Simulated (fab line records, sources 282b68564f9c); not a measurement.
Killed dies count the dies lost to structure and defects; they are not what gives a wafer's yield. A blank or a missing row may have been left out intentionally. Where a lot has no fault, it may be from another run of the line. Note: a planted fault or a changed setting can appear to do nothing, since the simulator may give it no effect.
A lot that was struck, set against a sound lot || flow rit cmos || 27 steps out of a route of 202
Sound: wafers L327.3, L327.4, L327.6. Wafers L337.2, L337.4, L337.6 were the ones struck. At the end, the cause is stated.
For every step that has rows: the tool of each side, followed by ch and its chambers, followed by its first start. Under that, the readings that differ: sound wafers || struck wafers || difference of the means || sigmas: that difference in standard deviations of wafers without a fault.
alike: readings with means less than 2 such deviations apart, plus words and numbers identical on both sides. not compared: withheld readings, readings lacking a value on some wafer, bounds such as >300 that could conceal the same value, and numbers that have no deviation in the record and whose values overlap.
Wherever a step has rows on one side only, a row that says differs or no value, or a row with sigmas, the two part there. Numbers that don't overlap but have no deviation are shown without sigmas and don't part them. Lack of a reading on every wafer of one side parts them only where that side has two or more wafers.

first, 4 steps without rows for these wafers: RIT_CONTACT_SOFTBAKE_04 (time 60 s); RIT_CONTACT_EXPOSE_05 (exposes mask M11, target cd 1000 nm); RIT_CONTACT_PEB_06; RIT_CONTACT_DEVELOP_07 (develop time 120 s).
RIT_CONTACT_CD_MEAS_08 targets a cd of 1000 nm.
  sound: cd sem-02 at day 4 00:22; struck: cd sem-02 at day 6 16:19
  alike: cd nm
RIT_CONTACT_OVL_MEAS_09:
  sound: overlay-01 at day 4 00:28; struck: overlay-02 at day 6 16:25
  alike: CONTACT_OVL
then, 1 step without rows for these wafers: RIT_CONTACT_HARDBAKE_10 (time 60 s).
RIT_CONTACT_ETCH_11: etches SiO2 in CHF3/CF4/Ar, stops on TiSi2, target depth 480 nm, time 320 s.
  sound on rie diel-03 ch 1,2, day 4 00:38; struck on rie diel-01 ch 1,2, day 6 16:35
  alike: drypump motor current A, oes product au, throttle valve pct
  not compared: rf hours counter h
RIT_CONTACT_STRIP_12: strips in O2, time 175.2 s.
  sound on plasma asher-03 ch 0,1, day 4 00:53; struck on plasma asher-04 ch 0,1, day 6 16:47
  alike: drypump motor current A
  not compared: rf hours counter h
RIT_CONTACT_CD_MEAS_90 targets a cd of 1000 nm.
  sound: cd sem-02 at day 4 01:03; struck: cd sem-01 at day 6 16:59
  alike: cd nm
then, 2 steps without rows for these wafers: RIT_CONTACT_CLEAN_13 (cleans in SC1, time 600 s); RIT_CONTACT_CLEAN_14 (cleans in SC2, time 600 s).
RIT_M1_SPUTTER_00: material Al, target thk 400 nm, time 500 s.
  sound: pvd sputter-01 at day 4 01:30; struck: pvd sputter-01 at day 6 17:27
{"reading": "model.Al_of_M1_SPUTTER_00.thk nm (nm)", "sound": "406 399.8 407.1", "struck": "361.8 368.2 367.7", "difference": -38.4, "sigmas": ""}
  alike: throttle valve pct
RIT_M1_RS_MEAS_01: uses a four-point probe to measure.
  sound: film metro-04 at day 4 01:50; struck: film metro-01 at day 6 17:46
{"reading": "M1_AL_RS (ohm/sq)", "sound": "0.0723 0.0734 0.0722", "struck": "0.0814 0.0799 0.0800", "difference": "+0.0078", "sigmas": "+9"}
RIT_M1_THK_MEAS_02: measures by xrf.
  sound: film metro-04 at day 4 01:56; struck: film metro-01 at day 6 17:52
{"reading": "M1_AL_THK (nm)", "sound": "396 390 398", "struck": "350 360 360", "difference": -38, "sigmas": -8}
then, 6 steps without rows for these wafers: RIT_M1_HMDS_03 (prime time 60 s); RIT_M1_COAT_04 (resist thk 1300 nm); RIT_M1_SOFTBAKE_05 (time 60 s); RIT_M1_EXPOSE_06 (exposes mask M12, target cd 2600 nm); RIT_M1_PEB_07; RIT_M1_DEVELOP_08 (develop time 68 s).
RIT_M1_CD_MEAS_09 targets a cd of 2600 nm.
  sound: cd sem-02 at day 4 02:53; struck: cd sem-02 at day 6 18:57
{"reading": "cd nm (nm)", "sound": "2596.7 2597.0 2599.3", "struck": "2604.6 2605.1 2607.1", "difference": "+7.9", "sigmas": "+3"}
RIT_M1_OVL_MEAS_10:
  sound: overlay-01 at day 4 02:59; struck: overlay-02 at day 6 19:03
  alike: M1_OVL
then, 1 step without rows for these wafers: RIT_M1_HARDBAKE_11 (time 120 s).
RIT_M1_METAL_ETCH_12: etches Al in Cl2/BCl3, stops on SiO2, time 165 s, target depth 600 nm.
  sound on rie metal-04 ch 0,1, day 4 03:19; struck on rie metal-01 ch 0,1, day 6 19:23
{"reading": "oes product au (a.u.)", "sound": "0.773 0.770 0.774", "struck": "0.708 0.734 0.723", "difference": -0.051, "sigmas": -5}
  alike: drypump motor current A, throttle valve pct
  not compared: rf hours counter h
then, 1 step without rows for these wafers: RIT_M1_STRIP_13 (strips in nmp, time 600 s).
RIT_M1_PROBE_99:
  sound: prober-02 at day 4 05:42; struck: prober-02 at day 6 21:41
{"reading": "model.etest.m1.rs ohm sq", "sound": "0.07099 0.0724 0.0711", "struck": "0.07994 0.0787 0.07871", "difference": "+0.00762", "sigmas": ""}
  alike: defect limited yield, killed at contacts, killed at front end, killed dies, killed open, killed short, sort_bin_3_pad_short, sort_bin_5_function, sort_bin_6_memory, sort n pass, sort yield pct

WHERE THEY PART
At RIT_M1_RS_MEAS_01 first; at RIT_M1_METAL_ETCH_12 last (within this record only). Later steps at which nothing parts them and some readings are alike: RIT_M1_PROBE_99.

WHY: what had been put in by the simulator
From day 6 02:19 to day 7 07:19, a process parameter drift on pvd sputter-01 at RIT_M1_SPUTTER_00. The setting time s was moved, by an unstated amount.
